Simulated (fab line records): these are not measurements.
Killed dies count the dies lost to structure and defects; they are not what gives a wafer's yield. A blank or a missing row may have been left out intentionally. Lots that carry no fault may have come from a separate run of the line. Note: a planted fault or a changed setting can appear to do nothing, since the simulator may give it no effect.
fab line records    flow rit_cmos
record lots=14  wafers=42  last_day=7
route steps=202 shown REOX@101
lots that met no fault: taken from a fault-free run of the same line
start_h: hours from the record's first day to the start of the lot's first wafer shown    wait_h: how many hours have passed since the lot's step before this one    " identical to the entry in the row above    L1.1+2: one row covering several wafers at once    - value missing, or start not given    * or withheld: withheld    < > ~ a bound
route shown NAME@n: a module of which the file shows steps, and the number in the route of the first    usual: mean and standard deviation over wafers with no fault    same: alike in all rows    chamber/n: place in a boat    sites: the reading at each site    _std_site: how widely they spread, as a standard deviation    _edge_site: outer sites' mean less inner sites'    radius_mm: how far each site lies from the wafer's centre    mask NAME#n: copy n    behind: tool/chamber where the wafer was last shaped    hold: what put the lot on hold/how long, in hours/how the hold closed    device: transistor that didn't switch, given as n, p or np    end of line: the same wafers' tests at the end of the route    a step with no rows: only its recipe    killed: not the wafer's yield, but the dies lost to structure and defects at the first sort    map: a wafer's dies, x killed, . not, _ none there
set.NAME: the setting as run; set.NAME@STEP: as run at that earlier step    model.NAME: the simulator's own value behind a step, which no gauge read
one table for each step of the route and one row for each wafer, over a sample of lots
services: the hour from which a tool's chamber was out of use, counted from the record's first day as start_h (under 0 if before that day), plus the number of hours and why
## steps
# step RIT_REOX_OXIDATION_03
# recipe temp_c=900  ambient=O2  target_thk_a=252  ox_time_s=5580
# usual ox_temp_c=900.1/0.36  ox_temp_c_max=903.9/2  spike_tc_centre_C=902.4/1.4
lot.wafer  tool        chamber  start_h  wait_h  ox_temp_c  ox_temp_c_max  spike_tc_centre_C
L948.4     furnace-02  0        37.93    0.8     899.9      902.3          903.1
L948.5     "           0        "        "       900.1      903.4          902.1
L948.6     "           0        "        "       900.0      902.3          903.6
L949.2     furnace-02  0        44.39    0.0     900.2      904.0          904.5
L949.5     "           0        "        "       900.2      903.0          903.4
L949.6     "           0        "        "       899.9      902.5          903.5
L952.1     furnace-02  0        59.10    0.0     900.1      902.8          905.1
L952.4     "           0        "        "       900.4      902.9          903.4
L952.6     "           0        "        "       899.6      902.5          903.6
L953.1     furnace-02  0        67.55    0.5     900.3      903.1          901.8
L953.4     "           0        "        "       899.6      902.4          903.5
L953.6     "           0        "        "       899.4      902.2          904.1
L955.2     furnace-03  0        74.90    0.0     899.9      908.7          899.5
L955.3     "           0        "        "       900.0      905.4          900.8
L955.4     "           0        "        "       900.0      905.7          901.5
L956.1     furnace-03  0        82.13    0.0     900.1      905.4          900.8
L956.3     "           0        "        "       900.1      907.5          899.6
L956.4     "           0        "        "       899.8      908.7          899.4
L958.2     furnace-03  0        92.90    1.5     900.1      909.0          901.5
L958.4     "           0        "        "       900.4      907.5          901.0
L958.6     "           0        "        "       900.2      907.8          900.6
L959.1     furnace-03  0        98.60    0.0     900.4      907.5          901.1
L959.4     "           0        "        "       899.9      906.0          900.9
L959.6     "           0        "        "       899.9      909.9          901.1
L965.2     furnace-02  0        128.14   0.3     900.9      904.2          904.6
L965.5     "           0        "        "       900.6      902.7          902.9
L965.6     "           0        "        "       900.0      902.9          903.8
L967.1     furnace-02  -        135.77   0.8     -          -              -
L967.2     "           -        "        "       -          -              -
L967.3     "           -        "        "       -          -              -
L968.1     furnace-01  -        143.24   0.0     -          -              -
L968.2     "           -        "        "       -          -              -
L968.3     "           -        "        "       -          -              -
L969.2     furnace-01  0        145.94   0.0     899.6      902.0          901.9
L969.3     "           0        "        "       899.9      903.0          900.8
L969.6     "           0        "        "       900.0      902.6          902.1
L970.1     furnace-02  0        152.28   0.0     900.7      903.5          902.6
L970.2     "           0        "        "       900.5      903.3          902.8
L970.5     "           0        "        "       900.2      902.8          901.6
L971.1     furnace-01  0        157.72   0.0     900.0      902.3          903.5
L971.2     "           0        "        "       900.3      903.3          901.5
L971.4     "           0        "        "       900.1      902.8          902.1
## services
tool        chamber  start_h  hours  kind
furnace-02  -        33.98    2.6    pm
furnace-03  -        47.44    3.1    pm
furnace-01  -        60.24    14.8   pm
furnace-01  -        83.45    11.7   repair
furnace-01  -        105.92   3.1    pm
furnace-01  -        119.88   4.6    pm
furnace-03  -        153.76   2.9    pm
## key
first_sign step=RIT_REOX_OXIDATION_03  reading=tool_record  direction=missing
effect none on later readings
met_at RIT_REOX_OXIDATION_03
struck_lots L967,L968
later_rows_left_out L967.1,L967.2,L967.3,L968.1,L968.2,L968.3
sort_left_out L967.1,L967.2,L967.3,L968.1,L968.2,L968.3
tester_left_out L967,L968
onset_between 128.14 135.77
fault kind=skipped_step_whole  tool=furnace-01,furnace-02  chamber=-  onset_h=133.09  steps=RIT_REOX_OXIDATION_03  scope=struck_lots_only
# tester_left_out: of these lots the tester's yield and bins aren't shown, on N5 and GAA mostly nor the transistor test; their killed dies are dies lost to structure and defects alone, not to doping, threshold or leakage, so they don't give the yield
# sort_left_out: the simulated sort isn't trusted on such a fault, so these wafers' sort isn't shown, and their yield isn't known
# later_rows_left_out: the simulator's readings of these wafers behind a module that went badly wrong aren't trusted and aren't shown, but for the sort
